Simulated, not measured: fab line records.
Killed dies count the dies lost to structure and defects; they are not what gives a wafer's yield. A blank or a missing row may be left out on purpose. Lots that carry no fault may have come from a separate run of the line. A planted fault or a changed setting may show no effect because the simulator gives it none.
fab line records ; flow rit_cmos
record lots=7; wafers=21; last_day=7
route steps=202 shown SILICIDE@161 CONTACT@168 M1@202
lots with no fault: from the same line, run without faults
start_h: hours from the record's opening day to when the first of the lot's shown wafers began ; wait_h: how many hours have passed since the lot's step before this one ; " identical to the entry in the row above ; L1.1+2: a row that stands for several wafers ; - no value, or no start given ; * or withheld: withheld ; < > ~ a bound
route shown NAME@n: a module of which the file shows steps, and the number in the route of the first ; usual: mean and standard deviation over wafers with no fault ; same: alike in all rows ; chamber/n: place in a boat ; sites: each site's reading ; _std_site: the values' standard deviation ; _edge_site: outer sites' mean less inner sites' ; radius_mm: for every site, how far away it sits from the centre of the wafer ; mask NAME#n: copy n ; behind: the most recent tool/chamber to have shaped the wafer ; hold: the reason the lot was held/the length of the hold in hours/how it ended ; device: which transistor (n, p or np) failed to switch ; end of line: tests run on the same wafers once the route is complete ; where a step has no rows: the recipe by itself ; killed: dies that structure and defects cost at the first sort, which is not the same as the wafer's yield ; map: per-die view of a wafer (x killed, . not killed, _ where there is no die)
set.NAME: setting as actually run; set.NAME@STEP: the setting as run at that earlier step ; model.NAME: the simulator's own value behind a step, which no gauge read
lots at some steps of the route; a table a step, a row a wafer
services: a tool's chamber out of use, with start hour (start_h, from the record's first day; less than 0 if before it), hours out, and reason
## steps
# step RIT_SILICIDE_WET_ETCH_00
# recipe chemistry=BOE; target=SiO2; target_depth_nm=14; time_s=15; dry=n2_spin; dilution=10:1; temp_c=21.5
# step RIT_SILICIDE_SPUTTER_01
# recipe material=Ti; target_thk_nm=30; power_w=339.7; chamber_pressure_pa=0.667; gas=Ar; time_s=240; substrate_temp_c=25
# usual throttle_valve_pct=29.5/1.1
lot.wafer;tool;chamber;start_h;wait_h;throttle_valve_pct
L315.2;pvd_sputter-04;-;52.92;0.0;30.0
L315.3;pvd_sputter-04;-;52.92;0.0;29.0
L315.6;pvd_sputter-04;-;52.92;0.0;30.1
L316.3;pvd_sputter-03;-;59.88;0.0;28.7
L316.5;pvd_sputter-03;-;59.88;0.0;28.6
L316.6;pvd_sputter-03;-;59.88;0.0;30.5
L327.2;pvd_sputter-01;-;131.03;0.0;29.4
L327.4;pvd_sputter-01;-;131.03;0.0;29.3
L327.5;pvd_sputter-01;-;131.03;0.0;30.9
L330.2;pvd_sputter-04;-;141.64;0.0;30.3
L330.4;pvd_sputter-04;-;141.64;0.0;29.3
L330.6;pvd_sputter-04;-;141.64;0.0;29.9
L329.1;pvd_sputter-01;-;142.67;0.0;29.4
L329.5;pvd_sputter-01;-;142.67;0.0;31.0
L329.6;pvd_sputter-01;-;142.67;0.0;29.4
L335.1;pvd_sputter-03;-;165.11;0.0;30.4
L335.3;pvd_sputter-03;-;165.11;0.0;28.7
L335.4;pvd_sputter-03;-;165.11;0.0;28.0
L338.2;pvd_sputter-03;-;170.53;0.0;28.5
L338.3;pvd_sputter-03;-;170.53;0.0;30.3
L338.5;pvd_sputter-03;-;170.53;0.0;28.0
# step RIT_SILICIDE_RS_MEAS_02
# recipe thk_meas_gauge=four-point-probe; reads=Ti_of_SILICIDE_SPUTTER_01
# usual SILICIDE_TI_RS=50.1/0.67
lot.wafer;tool;chamber;start_h;wait_h;SILICIDE_TI_RS[ohm/sq]
L315.2;film_metro-02;-;53.09;0.1;50.9
L315.3;film_metro-02;-;53.09;0.1;51.2
L315.6;film_metro-02;-;53.09;0.1;50.9
L316.3;film_metro-02;-;60.07;0.1;50.4
L316.5;film_metro-02;-;60.07;0.1;50.3
L316.6;film_metro-02;-;60.07;0.1;50.4
L327.2;film_metro-01;-;131.20;0.1;51.3
L327.4;film_metro-01;-;131.20;0.1;51.2
L327.5;film_metro-01;-;131.20;0.1;51.0
L330.2;film_metro-02;-;141.81;0.1;49.3
L330.4;film_metro-02;-;141.81;0.1;49.8
L330.6;film_metro-02;-;141.81;0.1;49.9
L329.1;film_metro-03;-;142.82;0.1;50.8
L329.5;film_metro-03;-;142.82;0.1;50.1
L329.6;film_metro-03;-;142.82;0.1;50.5
L335.1;film_metro-02;-;165.26;0.1;49.5
L335.3;film_metro-02;-;165.26;0.1;49.2
L335.4;film_metro-02;-;165.26;0.1;49.9
L338.2;film_metro-01;-;170.70;0.1;50.2
L338.3;film_metro-01;-;170.70;0.1;50.3
L338.5;film_metro-01;-;170.70;0.1;50.1
# step RIT_SILICIDE_THK_MEAS_03
# recipe thk_meas_gauge=xrf; reads=Ti_of_SILICIDE_SPUTTER_01
# usual SILICIDE_TI_THK=28.2/0.33
lot.wafer;tool;chamber;start_h;wait_h;SILICIDE_TI_THK[nm]
L315.2;film_metro-02;-;53.20;0.1;27.8
L315.3;film_metro-02;-;53.20;0.1;27.9
L315.6;film_metro-02;-;53.20;0.1;27.6
L316.3;film_metro-02;-;60.17;0.1;28.1
L316.5;film_metro-02;-;60.17;0.1;28.0
L316.6;film_metro-02;-;60.17;0.1;28.0
L327.2;film_metro-01;-;131.31;0.1;27.8
L327.4;film_metro-01;-;131.31;0.1;27.7
L327.5;film_metro-01;-;131.31;0.1;27.9
L330.2;film_metro-02;-;141.92;0.1;28.3
L330.4;film_metro-02;-;141.92;0.1;28.3
L330.6;film_metro-02;-;141.92;0.1;28.2
L329.1;film_metro-03;-;142.94;0.1;27.7
L329.5;film_metro-03;-;142.94;0.1;28.1
L329.6;film_metro-03;-;142.94;0.1;27.9
L335.1;film_metro-02;-;165.38;0.1;28.2
L335.3;film_metro-02;-;165.38;0.1;28.4
L335.4;film_metro-02;-;165.38;0.1;28.2
L338.2;film_metro-01;-;170.81;0.1;28.3
L338.3;film_metro-01;-;170.81;0.1;28.4
L338.5;film_metro-01;-;170.81;0.1;28.4
# step RIT_SILICIDE_RTA_04
# recipe temp_c=650; time_s=10; idle_temp_c=25; ramp_up_s=5; ramp_down_s=5; cool_to_c=25; ambient=N2
# usual chamber_o2_ppm=1.997/0.02; wafer_temp_C_max=652.9/0.7
lot.wafer;tool;chamber;start_h;wait_h;chamber_o2_ppm;wafer_temp_C_max
L315.2;rtp_anneal-02;0;53.26;0.1;1.997;652.1
L315.3;rtp_anneal-02;0;53.26;0.1;1.992;652.6
L315.6;rtp_anneal-02;0;53.26;0.1;2.039;652.2
L316.3;rtp_anneal-01;0;60.23;0.1;2.002;653.2
L316.5;rtp_anneal-01;0;60.23;0.1;1.991;652.8
L316.6;rtp_anneal-01;0;60.23;0.1;1.993;653.3
L327.2;rtp_anneal-01;0;131.37;0.1;1.995;654.2
L327.4;rtp_anneal-01;0;131.37;0.1;2.018;653.3
L327.5;rtp_anneal-01;0;131.37;0.1;1.997;654.4
L330.2;rtp_anneal-01;0;141.98;0.1;1.976;654.1
L330.4;rtp_anneal-01;0;141.98;0.1;2.000;652.4
L330.6;rtp_anneal-01;0;141.98;0.1;1.987;653.7
L329.1;rtp_anneal-02;0;143.00;0.1;2.006;653.1
L329.5;rtp_anneal-02;0;143.00;0.1;2.029;651.3
L329.6;rtp_anneal-02;0;143.00;0.1;2.009;652.9
L335.1;rtp_anneal-01;0;165.44;0.1;1.997;653.7
L335.3;rtp_anneal-01;0;165.44;0.1;1.989;653.9
L335.4;rtp_anneal-01;0;165.44;0.1;2.012;653.4
L338.2;rtp_anneal-01;0;170.87;0.1;2.035;653.2
L338.3;rtp_anneal-01;0;170.87;0.1;1.986;653.7
L338.5;rtp_anneal-01;0;170.87;0.1;2.019;653.0
# step RIT_SILICIDE_WET_ETCH_05
# recipe chemistry=SPM; target=Ti; temp_c=90; time_s=120; dry=n2_spin
# step RIT_SILICIDE_RTA_06
# recipe temp_c=750; time_s=10; idle_temp_c=25; ramp_up_s=5; ramp_down_s=10; cool_to_c=25; ambient=N2
# usual chamber_o2_ppm=2.000/0.022; wafer_temp_C_max=753.3/0.78
lot.wafer;tool;chamber;start_h;wait_h;chamber_o2_ppm;wafer_temp_C_max
L315.2;rtp_anneal-01;0;53.37;0.0;1.985;754.7
L315.3;rtp_anneal-01;0;53.37;0.0;1.965;753.5
L315.6;rtp_anneal-01;0;53.37;0.0;1.983;752.5
L316.3;rtp_anneal-02;0;60.34;0.0;2.020;752.7
L316.5;rtp_anneal-02;0;60.34;0.0;2.019;752.3
L316.6;rtp_anneal-02;0;60.34;0.0;2.018;753.5
L327.2;rtp_anneal-02;0;131.48;0.0;1.998;752.1
L327.4;rtp_anneal-02;0;131.48;0.0;1.993;751.6
L327.5;rtp_anneal-02;0;131.48;0.0;1.985;752.6
L330.2;rtp_anneal-02;0;142.09;0.0;2.010;752.7
L330.4;rtp_anneal-02;0;142.09;0.0;1.991;752.2
L330.6;rtp_anneal-02;0;142.09;0.0;2.001;752.1
L329.1;rtp_anneal-01;0;143.11;0.0;1.997;753.4
L329.5;rtp_anneal-01;0;143.11;0.0;1.963;754.8
L329.6;rtp_anneal-01;0;143.11;0.0;2.015;754.0
L335.1;rtp_anneal-02;0;165.55;0.0;2.012;753.1
L335.3;rtp_anneal-02;0;165.55;0.0;1.989;752.2
L335.4;rtp_anneal-02;0;165.55;0.0;2.013;753.2
L338.2;rtp_anneal-02;0;170.98;0.0;1.978;753.1
L338.3;rtp_anneal-02;0;170.98;0.0;1.972;752.7
L338.5;rtp_anneal-02;0;170.98;0.0;1.987;752.8
# step RIT_CONTACT_CVD_00
# recipe material=SiO2; target_thk_nm=400; precursor=TEOS; temp_c=390; time_s=61; rf_w=400
# usual heater_power_w=337/42
lot.wafer;tool;chamber;start_h;wait_h;heater_power_w
L315.2;pecvd-03;1;53.42;0.0;337
L315.3;pecvd-03;0;53.42;0.0;283
L315.6;pecvd-03;2;53.42;0.0;375
L316.3;pecvd-01;0;60.38;0.0;383
L316.5;pecvd-01;1;60.38;0.0;320
L316.6;pecvd-01;2;60.38;0.0;300
L327.2;pecvd-03;2;131.54;0.0;310
L327.4;pecvd-03;0;131.54;0.0;310
L327.5;pecvd-03;2;131.54;0.0;324
L330.2;pecvd-01;1;142.14;0.0;237
L330.4;pecvd-01;2;142.14;0.0;357
L330.6;pecvd-01;0;142.14;0.0;323
L329.1;pecvd-03;2;143.18;0.1;370
L329.5;pecvd-03;2;143.18;0.1;380
L329.6;pecvd-03;1;143.18;0.1;436
L335.1;pecvd-01;1;165.61;0.1;266
L335.3;pecvd-01;2;165.61;0.1;356
L335.4;pecvd-01;0;165.61;0.1;393
L338.2;pecvd-04;0;171.03;0.0;335
L338.3;pecvd-04;1;171.03;0.0;297
L338.5;pecvd-04;0;171.03;0.0;246
# step RIT_CONTACT_THK_MEAS_01
# recipe reads=SiO2_of_CONTACT_CVD_00
# usual CONTACT_TEOS_THK=398/5.2
lot.wafer;tool;chamber;start_h;wait_h;CONTACT_TEOS_THK[nm]
L315.2;film_metro-03;-;53.48;0.0;394
L315.3;film_metro-03;-;53.48;0.0;392
L315.6;film_metro-03;-;53.48;0.0;395
L316.3;film_metro-04;-;60.45;0.0;397
L316.5;film_metro-04;-;60.45;0.0;397
L316.6;film_metro-04;-;60.45;0.0;397
L327.2;film_metro-04;-;131.60;0.0;394
L327.4;film_metro-04;-;131.60;0.0;400
L327.5;film_metro-04;-;131.60;0.0;401
L330.2;film_metro-03;-;142.20;0.0;397
L330.4;film_metro-03;-;142.20;0.0;404
L330.6;film_metro-03;-;142.20;0.0;400
L329.1;film_metro-04;-;143.23;0.0;394
L329.5;film_metro-04;-;143.23;0.0;398
L329.6;film_metro-04;-;143.23;0.0;399
L335.1;film_metro-01;-;165.66;0.0;398
L335.3;film_metro-01;-;165.66;0.0;399
L335.4;film_metro-01;-;165.66;0.0;406
L338.2;film_metro-04;-;171.10;0.0;394
L338.3;film_metro-04;-;171.10;0.0;395
L338.5;film_metro-04;-;171.10;0.0;403
# step RIT_CONTACT_HMDS_02
# recipe prime_time_s=60; prime_temp_c=140
# step RIT_CONTACT_COAT_03
# recipe resist=NOVOLAK; spin_rpm=3250; resist_thk_nm=1000
# step RIT_CONTACT_SOFTBAKE_04
# recipe resist=NOVOLAK; temp_c=90; time_s=60
# step RIT_CONTACT_EXPOSE_05
# recipe mask_id=M11; na=0.6; source_shape=conventional; sigma_outer=0.5; target_cd_nm=1000; dose_mj=250
lot.wafer;tool;chamber;start_h;wait_h;mask;model.CONTACT.overlay_x_nm
L315.2+3+6;iline_stepper-01;0;54.13;0.2;M11#0;-0.6254
L316.3+5+6;iline_stepper-02;0;61.11;0.2;M11#0;-0.1284
L327.2+4+5;iline_stepper-02;0;132.27;0.2;M11#0;237.7
L330.2+4+6;iline_stepper-02;0;142.85;0.2;M11#0;237.1
L329.1+5+6;iline_stepper-02;0;143.80;0.1;M11#0;239.2
L335.1+3+4;iline_stepper-01;0;166.32;0.3;M11#0;1.436
L338.2+3+5;iline_stepper-01;0;171.61;0.1;M11#0;-0.4186
# step RIT_CONTACT_PEB_06
# recipe resist=NOVOLAK; temp_c=withheld; time_s=withheld
# step RIT_CONTACT_DEVELOP_07
# recipe resist=NOVOLAK; develop_time_s=120; dev_temp_c=23
# step RIT_CONTACT_CD_MEAS_08
# recipe target_cd_nm=1000
# usual cd_nm=1000.3/2.5
lot.wafer;tool;chamber;start_h;wait_h;cd_nm
L315.2;cd_sem-02;-;54.64;-;1000.0
L315.3;cd_sem-02;-;54.64;-;998.4
L315.6;cd_sem-02;-;54.64;-;999.0
L316.3;cd_sem-02;-;61.63;-;999.9
L316.5;cd_sem-02;-;61.63;-;1001.2
L316.6;cd_sem-02;-;61.63;-;1001.5
L327.2;cd_sem-02;-;132.78;-;998.3
L327.4;cd_sem-02;-;132.78;-;1000.1
L327.5;cd_sem-02;-;132.78;-;998.6
L330.2;cd_sem-01;-;143.37;-;995.2
L330.4;cd_sem-01;-;143.37;-;994.5
L330.6;cd_sem-01;-;143.37;-;995.5
L329.1;cd_sem-01;-;144.31;-;1003.1
L329.5;cd_sem-01;-;144.31;-;1003.1
L329.6;cd_sem-01;-;144.31;-;1002.3
L335.1;cd_sem-01;-;166.84;-;997.8
L335.3;cd_sem-01;-;166.84;-;999.6
L335.4;cd_sem-01;-;166.84;-;999.1
L338.2;cd_sem-01;-;172.13;-;1001.0
L338.3;cd_sem-01;-;172.13;-;1003.9
L338.5;cd_sem-01;-;172.13;-;1003.5
# step RIT_CONTACT_OVL_MEAS_09
# usual CONTACT_OVL=-0.5/1.6
lot.wafer;tool;chamber;start_h;wait_h;CONTACT_OVL[nm]
L315.2;overlay-01;-;54.75;0.1;-1.5
L315.3;overlay-01;-;54.75;0.1;-1.0
L315.6;overlay-01;-;54.75;0.1;-1.3
L316.3;overlay-02;-;61.72;0.1;-0.6
L316.5;overlay-02;-;61.72;0.1;1.0
L316.6;overlay-02;-;61.72;0.1;-1.0
L327.2;overlay-01;-;132.89;0.1;237.0
L327.4;overlay-01;-;132.89;0.1;237.8
L327.5;overlay-01;-;132.89;0.1;239.1
L330.2;overlay-01;-;143.47;0.1;237.9
L330.4;overlay-01;-;143.47;0.1;239.7
L330.6;overlay-01;-;143.47;0.1;239.8
L329.1;overlay-02;-;144.43;0.1;240.7
L329.5;overlay-02;-;144.43;0.1;239.9
L329.6;overlay-02;-;144.43;0.1;237.8
L335.1;overlay-02;-;166.96;0.1;1.0
L335.3;overlay-02;-;166.96;0.1;-0.4
L335.4;overlay-02;-;166.96;0.1;0.1
L338.2;overlay-02;-;172.24;0.1;-0.9
L338.3;overlay-02;-;172.24;0.1;-2.5
L338.5;overlay-02;-;172.24;0.1;-2.9
# step RIT_CONTACT_HARDBAKE_10
# recipe resist=NOVOLAK; temp_c=140; time_s=60
# step RIT_M1_PROBE_99
# usual killed_at_front_end=6.6/2.9; killed_dies=6.7/3; killed_open=3.5/2.1; killed_short=3.2/1.8
# same gross_dies=264; killed_at_M0_to_M3=0; killed_at_M4_up=0; killed_at_back_side=0; killed_at_contacts=0; killed_at_other=0
lot.wafer;tool;chamber;start_h;wait_h;killed_at_front_end;killed_dies;killed_open;killed_short;model.etest.contact_to_gate.over_limit;model.etest.contact_to_gate.short;model.etest.nmos_0p15.junction_log10_a_um;model.etest.nmos_narrow.off_log10_a_um;model.etest.nmos_0p3.off_log10_a_um;model.etest.gate_end_array.leak_log10_a_um;model.etest.contact_diode_array.leak_log10_a;model.etest.pmos_0p15.junction_log10_a_um
L315.2;prober-02;-;61.25;0.1;9;9;5;4;0;0;-13.55;-13.16;-12.87;-12.7;-9.488;-13.87
L315.3;prober-02;-;61.30;0.2;9;9;4;5;0;0;-13.6;-13.19;-12.93;-12.81;-9.604;-13.78
L315.6;prober-02;-;61.45;0.2;4;4;2;2;0;0;-13.63;-13.25;-12.88;-12.64;-9.477;-13.8
L316.3;prober-01;-;66.99;0.2;12;12;3;9;0;0;-13.5;-13.25;-13.14;-12.93;-9.446;-13.58
L316.5;prober-01;-;67.09;0.2;4;4;1;3;0;0;-13.56;-13.37;-13.16;-13.04;-9.49;-13.97
L316.6;prober-01;-;67.14;0.2;3;3;2;1;0;0;-13.62;-13.43;-13.27;-13.08;-9.645;-13.79
L327.2;prober-02;-;138.10;0.1;5;5;3;2;1;1;-12.89;-12.83;-12.78;-12.61;-9.422;-13.62
L327.4;prober-02;-;138.20;0.2;2;2;0;2;1;1;-12.97;-12.91;-12.8;-12.45;-9.418;-13.61
L327.5;prober-02;-;138.25;0.2;6;6;4;2;1;1;-12.78;-12.69;-12.65;-12.52;-9.223;-13.54
L330.2;prober-02;-;148.73;0.1;7;7;6;1;1;1;-13.09;-12.95;-12.89;-12.67;-9.334;-13.64
L330.4;prober-02;-;148.83;0.2;7;7;3;4;1;1;-13.37;-13.23;-13;-12.87;-9.397;-13.72
L330.6;prober-02;-;148.93;0.2;6;6;4;2;1;1;-13.23;-13.1;-12.98;-12.7;-9.426;-13.67
L329.1;prober-01;-;150.18;0.1;7;7;4;3;1;1;-12.83;-12.73;-12.64;-12.54;-9.037;-13.56
L329.5;prober-01;-;150.38;0.2;9;9;2;7;1;1;-12.99;-12.86;-12.74;-12.58;-9.277;-13.69
L329.6;prober-01;-;150.43;0.2;8;8;4;4;1;1;-13;-12.79;-12.72;-12.56;-9.414;-13.6
L335.1;prober-01;-;172.66;0.1;6;6;2;4;0;0;-13.45;-13.19;-13.09;-12.88;-9.742;-13.77
L335.3;prober-01;-;172.76;0.2;6;6;3;3;0;0;-13.62;-13.31;-13.18;-12.97;-9.468;-13.84
L335.4;prober-01;-;172.81;0.2;0;0;0;0;0;0;-13.61;-13.13;-13.08;-13.03;-9.547;-13.83
L338.2;prober-02;-;177.67;0.1;5;5;2;3;0;0;-13.57;-13.22;-13.16;-12.85;-9.466;-13.73
L338.3;prober-02;-;177.72;0.2;5;5;0;5;0;0;-13.43;-13.2;-13.19;-12.88;-9.737;-13.76
L338.5;prober-02;-;177.82;0.2;9;9;6;3;0;0;-13.62;-13.32;-13.12;-12.9;-9.536;-13.72
# killed by level:class
L315.2 FOX2:geometric_particle:open=4 GATE:geometric_particle:short=2 SPACER:geometric_particle:short=2 GATE:geometric_particle:open=1
L315.3 FOX2:geometric_particle:open=2 FOX1:geometric_particle:short=1 FOX2:geometric_particle:short=1 GATE:geometric_particle:open=1 REOX:geometric_particle:short=1 SPACER:geometric_particle:short=1 SILICIDE:geometric_particle:open=1 SILICIDE:geometric_particle:short=1
L315.6 REOX:geometric_particle:open=2 GATE:geometric_particle:short=1 SILICIDE:geometric_particle:short=1
L316.3 GATE:geometric_particle:short=5 GATE:geometric_particle:open=3 SILICIDE:geometric_particle:short=3 SPACER:geometric_particle:short=1
L316.5 REOX:geometric_particle:short=2 GATE:geometric_particle:short=1 SPACER:geometric_particle:open=1
L316.6 FOX1:geometric_particle:open=1 GATE:geometric_particle:open=1 SILICIDE:geometric_particle:short=1
L327.2 GATE:geometric_particle:open=1 GATE:geometric_particle:short=1 REOX:geometric_particle:open=1 SPACER:geometric_particle:short=1 SILICIDE:geometric_particle:open=1
L327.4 GATE:geometric_particle:short=1 SPACER:geometric_particle:short=1
L327.5 FOX1:geometric_particle:open=2 SPACER:geometric_particle:short=2 ACTIVE:geometric_particle:open=1 SPACER:geometric_particle:open=1
L330.2 SPACER:geometric_particle:open=3 FOX2:geometric_particle:open=2 FOX2:geometric_particle:short=1 SILICIDE:geometric_particle:open=1
L330.4 GATE:geometric_particle:short=2 GATE:geometric_particle:open=2 FOX1:geometric_particle:short=1 SPACER:geometric_particle:open=1 SILICIDE:geometric_particle:short=1
L330.6 FOX1:geometric_particle:short=2 GATE:geometric_particle:open=2 REOX:geometric_particle:open=1 SILICIDE:geometric_particle:open=1
L329.1 GATE:geometric_particle:open=4 GATE:geometric_particle:short=2 FOX1:geometric_particle:short=1
L329.5 GATE:geometric_particle:short=3 FOX2:geometric_particle:short=2 FOX1:geometric_particle:short=1 FOX2:geometric_particle:open=1 GATE:geometric_particle:open=1 REOX:geometric_particle:short=1
L329.6 GATE:geometric_particle:short=4 GATE:geometric_particle:open=2 SPACER:geometric_particle:open=1 SILICIDE:geometric_particle:open=1
L335.1 FOX1:geometric_particle:open=2 FOX1:geometric_particle:short=2 REOX:geometric_particle:short=2
L335.3 FOX1:geometric_particle:short=2 FOX1:geometric_particle:open=1 GATE:geometric_particle:open=1 REOX:geometric_particle:open=1 SILICIDE:geometric_particle:short=1
L335.4
L338.2 FOX1:geometric_particle:short=1 FOX2:geometric_particle:open=1 GATE:geometric_particle:short=1 GATE:geometric_particle:open=1 SPACER:geometric_particle:short=1
L338.3 GATE:geometric_particle:short=4 FOX2:geometric_particle:short=1
L338.5 GATE:geometric_particle:short=3 GATE:geometric_particle:open=2 FOX1:geometric_particle:open=1 FOX2:geometric_particle:open=1 SPACER:geometric_particle:open=1 SILICIDE:geometric_particle:open=1
## services
tool;chamber;start_h;hours;kind
iline_stepper-01;-;57.30;1.7;pm
pecvd-04;1;60.78;7.9;repair
pecvd-01;-;80.65;2.8;pm
pecvd-01;-;92.57;5.9;repair
rtp_anneal-01;-;96.00;3.4;pm
pecvd-04;0;103.91;40.3;repair
pecvd-03;2;105.58;4.4;repair
pvd_sputter-01;-;159.56;1.3;repair
pecvd-04;-;162.36;3.0;repair
pecvd-01;-;166.63;0.8;repair
## key
first_sign step=RIT_CONTACT_OVL_MEAS_09; reading=CONTACT_OVL; direction=up; sigmas=99+; usual=-0.5; struck=238.8
effect none on later readings
model_effect step=RIT_CONTACT_EXPOSE_05; value=CONTACT.overlay_x_nm; without=-1.973; struck=238
model_effect step=RIT_M1_PROBE_99; value=etest.contact_to_gate.over_limit; without=0; struck=1
met_at RIT_CONTACT_EXPOSE_05
struck_wafers L327.2,L327.4,L327.5,L329.1,L329.5,L329.6,L330.2,L330.4,L330.6
tester_left_out L327,L329,L330
onset_between 61.11 132.27
fault kind=scanner_matching_overlay; tool=iline_stepper-02; chamber=-; onset_h=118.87; steps=RIT_CONTACT_EXPOSE_05; offset=240
# tester_left_out: of these lots the tester's yield and bins aren't shown, on N5 and GAA mostly nor the transistor test; their killed dies are dies lost to structure and defects alone, not to doping, threshold or leakage, so they don't give the yield
